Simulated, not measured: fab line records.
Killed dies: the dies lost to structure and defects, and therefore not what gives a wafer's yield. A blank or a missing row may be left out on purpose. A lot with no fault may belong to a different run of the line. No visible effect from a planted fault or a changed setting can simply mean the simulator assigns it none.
Which tool is to blame? -- flow rit_cmos -- 14 lots with 42 wafers sampled at 2 steps, on a route of 202 steps

WHAT THE GAUGES READ, wafer by wafer
RIT_FOX1_THK_MEAS_01. Usual: FOX1_OXIDE_THK gives 349 nm (standard deviation 7.2).
lot,measured,on,FOX1_OXIDE_THK (nm),flag
L734,day 1 20:38,film_metro-01,353 349 350,
L735,day 2 04:58,film_metro-02,337 340 340,
L736,day 2 04:59,film_metro-01,360 356 357,
L738,day 2 17:10,film_metro-04,345 343 343,
L739,day 2 20:24,film_metro-04,341 349 346,
L740,day 3 00:09,film_metro-04,346 343 340,
L741,day 3 05:50,film_metro-02,358 357 356,
L744,day 3 23:10,film_metro-02,348 345 344,
L746,day 4 06:10,film_metro-02,308 322 316,OFF
L747,day 4 12:27,film_metro-01,349 347 349,
L748,day 4 17:40,film_metro-04,311 310 314,OFF
L754,day 5 22:38,film_metro-02,355 355 349,
L755,day 6 03:59,film_metro-02,326 339 334,
L757,day 6 13:22,film_metro-02,344 339 342,

EACH LOT AND THE TOOL THAT RAN IT (in order: tool; ch and the chambers of the sampled wafers; start)
lot,RIT_FOX1_OXIDATION_00
L734,"furnace-04 ch 0, day 1 19:19"
L735,"furnace-03 ch 0, day 2 03:40"
L736,"furnace-03 ch 0, day 2 03:40"
L738,"furnace-01 ch 0, day 2 15:50"
L739,"furnace-01 ch 0, day 2 19:05"
L740,"furnace-01 ch 0, day 2 22:50"
L741,"furnace-04 ch 0, day 3 04:31"
L744,"furnace-04 ch 0, day 3 21:50"
L746,"furnace-04 ch 0, day 4 04:50"
L747,"furnace-01 ch 0, day 4 11:08"
L748,"furnace-04 ch 0, day 4 16:20"
L754,"furnace-03 ch 0, day 5 21:19"
L755,"furnace-01 ch 0, day 6 02:40"
L757,"furnace-01 ch 0, day 6 12:03"
- RIT_FOX1_OXIDATION_00: target thk 350.7 nm, ox time 1130 s.

WHAT THE TOOLS THEMSELVES READ (means of the sampled wafers that have a number; where no wafer has one, the mark that the record gives instead)
RIT_FOX1_OXIDATION_00. Usual: spike_tc_centre_C 1102.4 C, standard deviation 1.4; spike_tc_load_C 1131.2 C, standard deviation 2.8; spike_tc_source_C 1124.7 C, standard deviation 1; tube_center_temp_C 1100 C, standard deviation 0.11; tube_center_temp_C_max 1102.8, standard deviation 0.47.
lot,tool,spike_tc_centre_C (C),spike_tc_load_C (C),spike_tc_source_C (C),tube_center_temp_C (C),tube_center_temp_C_max,flag
L734,furnace-04,1103.8,1132.9,1124.1,1100,1102.7,
L735,furnace-03,1101.5,1127.1,1124.8,1100,1102.7,
L736,furnace-03,1101.6,1126.8,1125.1,1100,1102.9,
L738,furnace-01,1102.7,1133.1,1125.1,1100,1103.1,
L739,furnace-01,1101.6,1132.7,1125.2,1100,1103.0,
L740,furnace-01,1102.3,1133.7,1125.5,1100,1102.4,
L741,furnace-04,1103.5,1132.7,1124.2,1100,1102.4,
L744,furnace-04,1102.3,1132.3,1124.1,1100,1103.4,
L746,furnace-04,1078.9,1108.0,1099.0,1075,1078.1,OFF
L747,furnace-01,1101.9,1133.4,1124.9,1100,1103.0,
L748,furnace-04,1078.1,1107.4,1099.1,1075,1077.4,OFF
L754,furnace-03,1102.4,1127.0,1125.8,1100,1103.0,
L755,furnace-01,1102.3,1132.8,1125.4,1100,1102.9,
L757,furnace-01,1102.8,1133.7,1124.1,1100,1102.6,

THE ANSWER, worked out from the rows above alone
Rule: lot off if the mean of its wafers having a number is beyond 3 standard deviations from the usual mean. A lot without any number at a reading at which 4 lots or more have one is off too. Where the step has rows for the other lots, those lots are counted as sound. First the gauges in route order, then the tools' own readings, where a lot's mean is used as printed above. At the first step where some lot is off, the reading lying furthest off is the one used; lots without a number count as furthest.
Off: at RIT_FOX1_THK_MEAS_01 (FOX1_OXIDE_THK), L746, L748.
If a tool, at a process step before that reading, ran all the lots that are off and no sound lot after the first of them, it fits. The gauges at RIT_FOX1_THK_MEAS_01 aren't tried: what is off there is off at RIT_FOX1_OXIDATION_00 too, on other tools, and a gauge's error can't cause that. One fits: furnace-04 at RIT_FOX1_OXIDATION_00. A fault onset in the window from L744 (day 3 21:50, its last sound lot) to L746 (day 4 04:50, its first lot off) fits.
The tool's own readings at RIT_FOX1_OXIDATION_00 bear it out: on the lots that are off they differ by more than 5 times the standard deviation of the sound lots' means. spike_tc_centre_C reads 1078.5 C there against 1102.4 C on the sound lots; spike_tc_load_C reads 1107.7 C there against 1131.5 C on the sound lots; spike_tc_source_C reads 1099.0 C there against 1124.9 C on the sound lots; tube_center_temp_C reads 1075 C there against 1100 C on the sound lots; tube_center_temp_C_max reads 1077.8 there against 1102.8 on the sound lots.

WHAT THE SIMULATOR HAD INSERTED
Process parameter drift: furnace-04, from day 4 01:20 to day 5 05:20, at RIT_FOX1_OXIDATION_00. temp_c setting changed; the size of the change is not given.
Struck lots among those shown: L746, L748. The same result came from the rule above.
